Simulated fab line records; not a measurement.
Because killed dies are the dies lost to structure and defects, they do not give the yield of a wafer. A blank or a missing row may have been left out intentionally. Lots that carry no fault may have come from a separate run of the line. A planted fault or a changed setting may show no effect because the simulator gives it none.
The tool behind it: which one? | flow rit-cmos | 14 lots with 42 wafers sampled at 5 steps, on a route of 202 steps

## WHAT THE GAUGES SHOWED, per wafer
RIT_NLDD_OVL_MEAS_06. Usual: NLDD_OVL gives -0.7 nm (standard deviation 1.5).
lot  | measured    | on         | NLDD_OVL (nm)  | flag
L251 | day 3 02:21 | overlay-01 | -0.3 -1.2 0.2  |
L252 | day 3 09:20 | overlay-01 | 2.6 0.0 2.3    |
L254 | day 3 19:25 | overlay-02 | 0.2 2.3 -1.7   |
L255 | day 3 22:40 | overlay-01 | 0.3 1.0 -0.6   |
L256 | day 4 06:07 | overlay-02 | -1.2 -0.2 -0.3 |
L258 | day 4 15:28 | overlay-02 | -0.6 -3.0 -0.7 |
L259 | day 4 16:32 | overlay-02 | -2.8 -1.2 -1.6 |
L260 | day 5 01:04 | overlay-02 | 1.9 -0.1 -1.5  |
L262 | day 5 11:25 | overlay-02 | -1.8 -1.5 -1.9 |
L268 | day 6 13:10 | overlay-02 | -1.7 -0.1 -0.7 |
L269 | day 6 22:33 | overlay-02 | 0.6 -1.3 -2.6  |
L270 | day 7 01:48 | overlay-02 | -2.5 -1.0 -3.1 |
L271 | day 7 04:14 | overlay-01 | 2.3 -0.9 -0.8  |
L273 | day 7 16:55 | overlay-01 | -1.0 -0.9 -1.7 |

RIT_NLDD_TW_MEAS_10. Usual: NLDD_TW gives 2472 (standard deviation 31).
lot  | measured    | on            | NLDD_TW        | flag
L251 | day 3 02:52 | film-metro-02 | 2482 2468 2469 |
L252 | day 3 09:52 | film-metro-02 | 2474 2475 2465 |
L254 | day 3 19:56 | film-metro-01 | 2511 2502 2489 |
L255 | day 3 23:10 | film-metro-01 | 2507 2526 2513 |
L256 | day 4 06:38 | film-metro-02 | 2462 2462 2471 |
L258 | day 4 15:58 | film-metro-01 | 30 30 30       | OFF
L259 | day 4 17:02 | film-metro-02 | 2472 2474 2484 |
L260 | day 5 01:34 | film-metro-04 | 29 29 29       | OFF
L262 | day 5 11:56 | film-metro-02 | 2501 2487 2488 |
L268 | day 6 13:40 | film-metro-01 | 2481 2486 2475 |
L269 | day 6 23:04 | film-metro-04 | 2418 2409 2410 |
L270 | day 7 02:19 | film-metro-04 | 2435 2417 2421 |
L271 | day 7 04:46 | film-metro-04 | 2422 2417 2441 |
L273 | day 7 17:26 | film-metro-01 | 2482 2481 2493 |

RIT_PLDD_TW_MEAS_10. Usual: PLDD_TW gives 2349 (standard deviation 28).
lot  | measured    | on            | PLDD_TW        | flag
L251 | day 3 04:25 | film-metro-01 | 2378 2390 2383 |
L252 | day 3 11:24 | film-metro-02 | 2336 2336 2339 |
L254 | day 3 21:22 | film-metro-04 | 2307 2322 2316 |
L255 | day 4 00:43 | film-metro-01 | 2374 2376 2367 |
L256 | day 4 08:11 | film-metro-02 | 2351 2346 2350 |
L258 | day 4 17:23 | film-metro-02 | 2352 2348 2347 |
L259 | day 4 18:35 | film-metro-04 | 2310 2311 2311 |
L260 | day 5 03:16 | film-metro-01 | 2377 2376 2382 |
L262 | day 5 13:29 | film-metro-02 | 2350 2350 2362 |
L268 | day 6 15:05 | film-metro-04 | 2281 2284 2293 |
L269 | day 7 00:37 | film-metro-01 | 2350 2357 2342 |
L270 | day 7 03:44 | film-metro-01 | 2357 2358 2361 |
L271 | day 7 06:19 | film-metro-02 | 2354 2362 2355 |
L273 | day 7 18:56 | film-metro-01 | 2353 2350 2351 |

## WHAT TOOL EACH LOT RAN ON (gives the tool, then ch and the chambers of the sampled wafers, and finally the start)
lot  | RIT_ACTIVE_STRIP_14                 | RIT_NLDD_DEVELOP_05
L251 | plasma-asher-02 ch 0,1, day 1 20:33 | litho-track-01 ch 0, day 3 02:00
L252 | plasma-asher-04 ch 0,1, day 2 00:50 | litho-track-03 ch 0, day 3 09:00
L254 | plasma-asher-04 ch 0,1, day 2 11:48 | litho-track-03 ch 0, day 3 19:00
L255 | plasma-asher-03 ch 0,1, day 2 16:16 | litho-track-04 ch 0, day 3 22:00
L256 | plasma-asher-04 ch 0,1, day 2 22:50 | litho-track-03 ch 0, day 4 06:00
L258 | plasma-asher-02 ch 0,1, day 3 08:32 | litho-track-04 ch 0, day 4 15:00
L259 | plasma-asher-02 ch 0,1, day 3 13:25 | litho-track-01 ch 0, day 4 16:00
L260 | plasma-asher-04 ch 0,1, day 3 17:02 | litho-track-04 ch 0, day 5 00:00
L262 | plasma-asher-03 ch 0,1, day 4 03:14 | litho-track-01 ch 0, day 5 11:00
L268 | plasma-asher-02 ch 0,1, day 5 09:22 | litho-track-03 ch 0, day 6 13:00
L269 | plasma-asher-02 ch 0,1, day 5 13:54 | litho-track-01 ch 0, day 6 22:00
L270 | plasma-asher-04 ch 0,1, day 5 19:07 | litho-track-01 ch 0, day 7 01:00
L271 | plasma-asher-04 ch 0,1, day 6 01:42 | litho-track-03 ch 0, day 7 04:00
L273 | plasma-asher-03 ch 0,1, day 6 10:02 | litho-track-04 ch 0, day 7 16:00
- RIT_ACTIVE_STRIP_14: strips in O2, time 180 s.
- RIT_NLDD_DEVELOP_05: develop time 50 s.

## AS READ BY THE TOOLS THEMSELVES (means over the sampled wafers that have a number; for cases with no such wafer, the mark the record gives instead)
RIT_ACTIVE_STRIP_14. Usual: drypump-motor-current-A 5.6 A, standard deviation 0.51; rf-refl-power-W 7.6 W, standard deviation 1.2.
lot  | tool            | drypump-motor-current-A (A) | rf-refl-power-W (W) | flag
L251 | plasma-asher-02 | 5.3                         | 7.2                 |
L252 | plasma-asher-04 | 6.2                         | 8.2                 |
L254 | plasma-asher-04 | 5.8                         | 7.0                 |
L255 | plasma-asher-03 | 5.4                         | 7.8                 |
L256 | plasma-asher-04 | 6.2                         | 8.1                 |
L258 | plasma-asher-02 | 5.2                         | 6.8                 |
L259 | plasma-asher-02 | 5.2                         | 6.9                 |
L260 | plasma-asher-04 | 6.2                         | 8.1                 |
L262 | plasma-asher-03 | 5.4                         | 7.9                 |
L268 | plasma-asher-02 | 5.3                         | 7.0                 |
L269 | plasma-asher-02 | 5.3                         | 7.0                 |
L270 | plasma-asher-04 | 5.8                         | 7.1                 |
L271 | plasma-asher-04 | 5.8                         | 7.0                 |
L273 | plasma-asher-03 | 5.4                         | 7.7                 |

## THE ANSWER, worked out from the rows above alone
Rule: a lot is off if the mean of its wafers that have a number lies more than 3 standard deviations from the usual mean. Also off: a lot with no number at a reading for which 4 or more lots have one. Any other lot the step has rows for is counted as sound. Order of review: gauges by route order, followed by the tools' own readings, for which a lot's mean as printed above is used. At the first step where some lot is off, the reading lying furthest off is the one used; lots without a number count as furthest.
Off: at RIT_NLDD_TW_MEAS_10 (NLDD_TW), L258, L260.
A tool fits if, at a process step before that reading, it ran every lot that is off, and no sound lot after the first of them. Gauges at RIT_NLDD_TW_MEAS_10: tried the same way as those tools. No candidate that was tried fits.

## WHAT THE SIMULATOR HAD PUT IN
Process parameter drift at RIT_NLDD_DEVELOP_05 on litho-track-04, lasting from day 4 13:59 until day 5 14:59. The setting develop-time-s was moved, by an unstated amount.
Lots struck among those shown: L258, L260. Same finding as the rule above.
